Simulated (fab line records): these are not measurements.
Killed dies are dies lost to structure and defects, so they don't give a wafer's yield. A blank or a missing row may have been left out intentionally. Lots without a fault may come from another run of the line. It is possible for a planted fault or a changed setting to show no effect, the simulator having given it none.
The tool behind it: which one?	flow rit-cmos	42 wafers from 14 lots sampled at 2 of the route's 202 steps

== WHAT THE GAUGES READ, wafer by wafer ==
RIT_GATE_CD_MEAS_90 targets a cd of 150 nm. Usual: cd-nm reads 150.5 nm (standard deviation 2.5).
lot	measured	on	cd-nm (nm)	flag
L296	day 2 17:31	cd-sem-01	151.5 150.9 147.9	
L297	day 3 00:33	cd-sem-01	152.3 149.7 150.9	
L299	day 3 09:50	cd-sem-01	149.7 150.6 150.4	
L301	day 3 21:03	cd-sem-01	152.8 155.2 153.4	
L304	day 4 12:28	cd-sem-02	149.1 149.2 150.5	
L305	day 4 16:28	cd-sem-01	150.5 149.1 151.2	
L307	day 5 06:34	cd-sem-01	149.6 151.2 149.4	
L309	day 5 17:05	cd-sem-01	152.4 150.1 148.9	
L310	day 5 22:32	cd-sem-01	150.1 150.6 147.3	
L311	day 6 07:41	cd-sem-02	147.5 146.8 147.1	
L314	day 6 20:41	cd-sem-02	153.3 155.6 150.4	
L315	day 6 21:23	cd-sem-01	148.2 146.0 147.6	
L316	day 7 04:26	cd-sem-02	151.4 152.6 152.8	
L318	day 7 09:34	cd-sem-02	155.3 155.6 156.2	

RIT_NLDD_TW_MEAS_10. Usual: for NLDD_TW the level is 2489 and the standard deviation is 24.
lot	measured	on	NLDD_TW	flag
L296	day 2 22:05	film-metro-02	2527 2521 2526	
L297	day 3 05:10	film-metro-02	2523 2522 2508	
L299	day 3 14:21	film-metro-03	2477 2462 2466	
L301	day 4 02:26	film-metro-03	2468 2466 2478	
L304	day 4 17:05	film-metro-03	2467 2468 2455	
L305	day 4 21:56	film-metro-01	2471 2480 2468	
L307	day 5 15:06	film-metro-01	2458 2470 2475	
L309	day 6 00:13	film-metro-02	2518 2527 2523	
L310	day 6 05:36	film-metro-02	2506 2509 2522	
L311	day 6 13:09	film-metro-01	2476 2452 2464	
L314	day 7 01:09	film-metro-03	2481 2479 2476	
L315	day 7 03:31	film-metro-02	2497 2494 2499	
L316	day 7 09:25	film-metro-03	2472 2467 2464	
L318	day 7 14:25	film-metro-01	2456 2451 2461	

== WHICH TOOL RAN EACH LOT (tool, then ch and the chambers of the sampled wafers, then the start) ==
No process step before these readings appears in the record.

== AS READ BY THE TOOLS THEMSELVES (means over the sampled wafers that have a number; for cases with no such wafer, the mark the record gives instead) ==
The record holds no such reading with a usual standard deviation.

== THE ANSWER, worked out from the rows above alone ==
Rule: a lot is off if the mean of its wafers that have a number lies more than 3 standard deviations from the usual mean. Also off: a lot with no number at a reading for which 4 or more lots have one. Any other lot the step has rows for is counted as sound. First the gauges in route order, then the tools' own readings, where a lot's mean is used as printed above. At the first step where some lot is off, the reading lying furthest off is the one used; lots without a number count as furthest.
No lot is off at any reading shown: from this, nothing can be told.

== WHAT THE SIMULATOR PUT IN ==
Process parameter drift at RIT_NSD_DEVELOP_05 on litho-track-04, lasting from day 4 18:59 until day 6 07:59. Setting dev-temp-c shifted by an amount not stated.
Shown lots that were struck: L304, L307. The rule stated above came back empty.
